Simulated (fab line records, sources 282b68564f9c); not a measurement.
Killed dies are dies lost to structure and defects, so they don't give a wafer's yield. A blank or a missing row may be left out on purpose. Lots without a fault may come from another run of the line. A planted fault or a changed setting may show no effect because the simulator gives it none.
fab line records | flow rit_cmos
record lots=13 wafers=39 last_day=7
route steps=202 shown SPACER@128
lots that met no fault: from a run of the same line without faults
start_h: hours from the record's first day to the start of the lot's first wafer shown | wait_h: hours since the lot's step before | " the same as in the row above | L1.1+2: a row that stands for several wafers | - no value, or no start given | * or withheld: withheld | < > ~ a bound
route shown NAME@n: a module of which the file shows steps, and the number in the route of the first | usual: mean/standard deviation of fault-free wafers | same: alike in all rows | chamber/n: place in a boat | sites: the reading at each site | _std_site: their standard deviation | _edge_site: outer sites' mean less inner sites' | radius_mm: how far each site lies from the wafer's centre | mask NAME#n: copy n | behind: the tool/chamber that last shaped the wafer | hold: why the lot was held/for how many hours/how that ended | device: the transistor (n, p or np) that didn't switch | end of line: the same wafers' tests at the end of the route | a step without rows: its recipe alone | killed: dies lost to structure and defects at the first sort, not the wafer's yield | map: a wafer's dies, x killed, . not, _ none there
set.NAME: the setting as run; set.NAME@STEP: as run at that earlier step | model.NAME: the simulator's own value behind a step, which no gauge read
steps of the route over a sample of lots; a table a step, a row a wafer
services: from which hour (start_h, from the record's first day; less than 0 if before it) a tool's chamber was out of use, for how many hours, and why
## steps
# step RIT_SPACER_CVD_03
# recipe material=Si3N4 target_thk_nm=250 temp_c=810 precursor=SiH2Cl2/NH3 time_s=3300 pressure_mtorr=300 sih2cl2_flow_sccm=60 nh3_flow_sccm=150
# usual nh3_flow_sccm=150.0/0.47 sih2cl2_flow_sccm=59.99/0.15
# columns lot.wafer tool chamber start_h wait_h nh3_flow_sccm sih2cl2_flow_sccm
L745.4 lpcvd-02 0 43.91 0.0 149.8 60.22
L745.5 " 0 " " 150.0 60.10
L745.6 " 0 " " 149.4 60.26
L746.2 lpcvd-01 0 50.35 0.0 149.6 59.98
L746.5 " 0 " " 149.7 59.95
L746.6 " 0 " " 149.4 60.16
L747.2 lpcvd-01 1 54.31 0.0 150.6 60.14
L747.4 " 1 " " 150.2 60.16
L747.5 " 1 " " 149.8 59.90
L748.1 lpcvd-02 0 58.53 0.0 150.1 60.24
L748.5 " 0 " " 150.2 59.86
L748.6 " 0 " " 149.5 59.76
L750.1 lpcvd-01 0 73.78 0.0 150.0 59.93
L750.4 " 0 " " 150.0 60.27
L750.6 " 0 " " 150.2 60.10
L753.1 lpcvd-02 0 89.17 1.0 149.4 59.90
L753.3 " 0 " " 150.4 60.08
L753.4 " 0 " " 149.9 59.82
L756.1 lpcvd-01 0 104.72 0.0 225.5 59.92
L756.4 " 0 " " 225.2 59.76
L756.6 " 0 " " 225.1 59.97
L757.3 lpcvd-02 1 108.77 0.0 150.4 59.96
L757.4 " 1 " " 150.4 59.81
L757.5 " 1 " " 150.5 59.99
L758.2 lpcvd-02 0 110.68 1.2 150.5 59.94
L758.4 " 0 " " 150.5 59.80
L758.5 " 0 " " 150.1 59.97
L761.1 lpcvd-02 1 131.70 0.0 149.4 60.01
L761.3 " 1 " " 149.2 60.18
L761.6 " 1 " " 149.7 60.08
L762.2 lpcvd-02 0 134.16 0.0 150.4 59.97
L762.5 " 0 " " 149.8 60.33
L762.6 " 0 " " 150.0 59.98
L766.2 lpcvd-02 1 151.86 0.0 150.1 60.00
L766.3 " 1 " " 150.5 60.09
L766.6 " 1 " " 150.2 60.20
L768.1 lpcvd-02 1 163.92 0.0 149.7 60.15
L768.2 " 1 " " 149.4 60.10
L768.4 " 1 " " 149.9 60.08
# step RIT_SPACER_THK_MEAS_04
# recipe reads=Si3N4_of_SPACER_CVD_03
# usual SPACER_NITRIDE_THK=249.9/2.2
# columns lot.wafer tool chamber start_h wait_h SPACER_NITRIDE_THK[nm]
L745.4 film_metro-03 - 45.86 0.0 247.5
L745.5 " - " " 248.1
L745.6 " - " " 249.3
L746.2 film_metro-01 - 52.27 0.0 250.3
L746.5 " - " " 248.9
L746.6 " - " " 248.3
L747.2 film_metro-03 - 56.24 0.0 249.4
L747.4 " - " " 252.8
L747.5 " - " " 249.9
L748.1 film_metro-04 - 60.45 0.0 248.7
L748.5 " - " " 249.0
L748.6 " - " " 249.7
L750.1 film_metro-03 - 75.69 0.0 250.0
L750.4 " - " " 249.6
L750.6 " - " " 247.7
L753.1 film_metro-01 - 91.09 0.0 246.6
L753.3 " - " " 244.1
L753.4 " - " " 246.9
L756.1 film_metro-01 - 106.63 0.0 338.5
L756.4 " - " " 337.3
L756.6 " - " " 338.7
L757.3 film_metro-01 - 110.70 0.0 247.4
L757.4 " - " " 249.0
L757.5 " - " " 247.7
L758.2 film_metro-04 - 112.61 0.0 249.7
L758.4 " - " " 248.2
L758.5 " - " " 249.1
L761.1 film_metro-01 - 133.62 0.0 248.2
L761.3 " - " " 248.6
L761.6 " - " " 250.7
L762.2 film_metro-01 - 136.09 0.0 249.8
L762.5 " - " " 248.1
L762.6 " - " " 250.0
L766.2 film_metro-04 - 153.79 0.0 253.1
L766.3 " - " " 252.2
L766.6 " - " " 250.3
L768.1 film_metro-03 - 165.83 0.0 253.2
L768.2 " - " " 253.1
L768.4 " - " " 253.5
# step RIT_SPACER_ETCHBACK_05
# recipe target_depth_a=2500 SF6_flow_sccm=30 CHF3_flow_sccm=30 target=Si3N4 chemistry=SF6/CHF3 pressure_mtorr=40 rf_w=250 time_s=240 stop_on=SiO2
# usual drypump_motor_current_A=5.7/0.42 oes_product_au=0.840/0.013 throttle_valve_pct=10.31/0.18
# columns lot.wafer tool chamber start_h wait_h drypump_motor_current_A oes_product_au rf_hours_counter_h throttle_valve_pct
L745.4 rie_diel-01 1 45.89 0.0 6.3 0.829 47 10.36
L745.5 " 2 " " 5.5 0.841 - 10.53
L745.6 " 1 " " 6.3 0.840 - 10.36
L746.2 rie_diel-04 0 52.32 0.0 5.9 0.836 116 10.45
L746.5 " 1 " " 6.6 0.839 - 10.30
L746.6 " 2 " " 5.4 0.819 - 10.09
L747.2 rie_diel-01 0 56.29 0.0 5.3 0.845 3 10.24
L747.4 " 3 " " 5.4 0.865 131 10.04
L747.5 " 2 " " 5.5 0.833 - 10.54
L748.1 rie_diel-03 0 60.51 0.1 5.3 0.842 43 10.62
L748.5 " 2 " " 6.1 0.823 - 10.11
L748.6 " 3 " " 5.4 0.833 - 10.50
L750.1 rie_diel-03 3 75.75 0.1 5.5 0.822 2 10.51
L750.4 " 2 " " 6.1 0.813 129 10.10
L750.6 " 2 " " 6.1 0.816 - 10.11
L753.1 rie_diel-03 0 91.15 0.1 5.3 0.833 44 10.62
L753.3 " 3 " " 5.5 0.813 2 10.50
L753.4 " 3 " " 5.4 0.817 - 10.49
L756.1 rie_diel-01 3 106.69 0.1 5.4 1.021 132 10.10
L756.4 " 2 " " 5.5 0.992 23 10.59
L756.6 " 2 " " 5.5 0.988 - 10.59
L757.3 rie_diel-01 1 110.74 0.0 6.2 0.836 48 10.36
L757.4 " 0 " " 5.3 0.843 4 10.24
L757.5 " 1 " " 6.3 0.817 - 10.36
L758.2 rie_diel-04 1 112.66 0.0 6.6 0.832 7 10.30
L758.4 " 3 " " 6.1 0.839 28 10.15
L758.5 " 1 " " 6.6 0.845 - 10.29
L761.1 rie_diel-04 0 133.68 0.1 5.8 0.842 118 10.46
L761.3 " 1 " " 6.6 0.832 7 10.29
L761.6 " 1 " " 6.6 0.840 - 10.30
L762.2 rie_diel-03 2 136.14 0.0 6.1 0.827 130 10.12
L762.5 " 1 " " 5.6 0.836 - 10.27
L762.6 " 0 " " 5.3 0.841 - 10.62
L766.2 rie_diel-01 3 153.84 0.0 5.4 0.873 133 10.05
L766.3 " 1 " " 6.3 0.837 49 10.35
L766.6 " 2 " " 5.5 0.838 - 10.53
L768.1 rie_diel-03 3 165.89 0.1 5.5 0.822 3 10.52
L768.2 " 2 " " 6.1 0.825 131 10.11
L768.4 " 0 " " 5.3 0.852 45 10.61
## services
# columns tool chamber start_h hours kind
rie_diel-04 2 22.64 19.4 repair
lpcvd-01 - 25.05 6.1 pm
lpcvd-01 - 56.69 6.0 pm
rie_diel-01 - 64.93 14.6 pm
rie_diel-04 2 82.42 - clean
rie_diel-04 2 82.42 12.5 scheduled_down
rie_diel-04 2 82.42 12.5 vent_cycle
rie_diel-03 2 89.44 15.4 repair
rie_diel-03 1 104.86 - clean
rie_diel-03 1 104.86 14.5 scheduled_down
rie_diel-03 1 104.86 14.5 vent_cycle
lpcvd-02 - 116.41 6.0 pm
rie_diel-04 - 144.67 1.0 repair
rie_diel-03 - 151.04 14.6 pm
rie_diel-01 2 165.78 1.7 repair
## key
first_sign step=RIT_SPACER_CVD_03 reading=nh3_flow_sccm direction=up sigmas=99+ usual=150.0 struck=225.3
effect step=RIT_SPACER_THK_MEAS_04 reading=SPACER_NITRIDE_THK direction=up sigmas=40 usual=249.9 struck=338.1
effect step=RIT_SPACER_ETCHBACK_05 reading=oes_product_au direction=up sigmas=12 usual=0.840 struck=1.001
met_at RIT_SPACER_CVD_03
struck_lots L756
struck_wafers L756.1,L756.4,L756.6
later_rows_left_out L756.1,L756.4,L756.6
sort_left_out L756.1,L756.4,L756.6
tester_left_out L756
onset_between 73.78 104.72
fault kind=process_parameter_drift tool=lpcvd-01 chamber=0 onset_h=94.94 steps=RIT_SPACER_CVD_03 channel=nh3_flow_sccm offset=75 shape=step end_h=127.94 acts_in=these_recipes_only stated=150
# tester_left_out: of these lots the tester's yield and bins aren't shown, on N5 and GAA mostly nor the transistor test; their killed dies are dies lost to structure and defects alone, not to doping, threshold or leakage, so they don't give the yield
# sort_left_out: the simulated sort isn't trusted on such a fault, so these wafers' sort isn't shown, and their yield isn't known
# later_rows_left_out: the simulator's readings of these wafers behind a module that went badly wrong aren't trusted and aren't shown, but for the sort
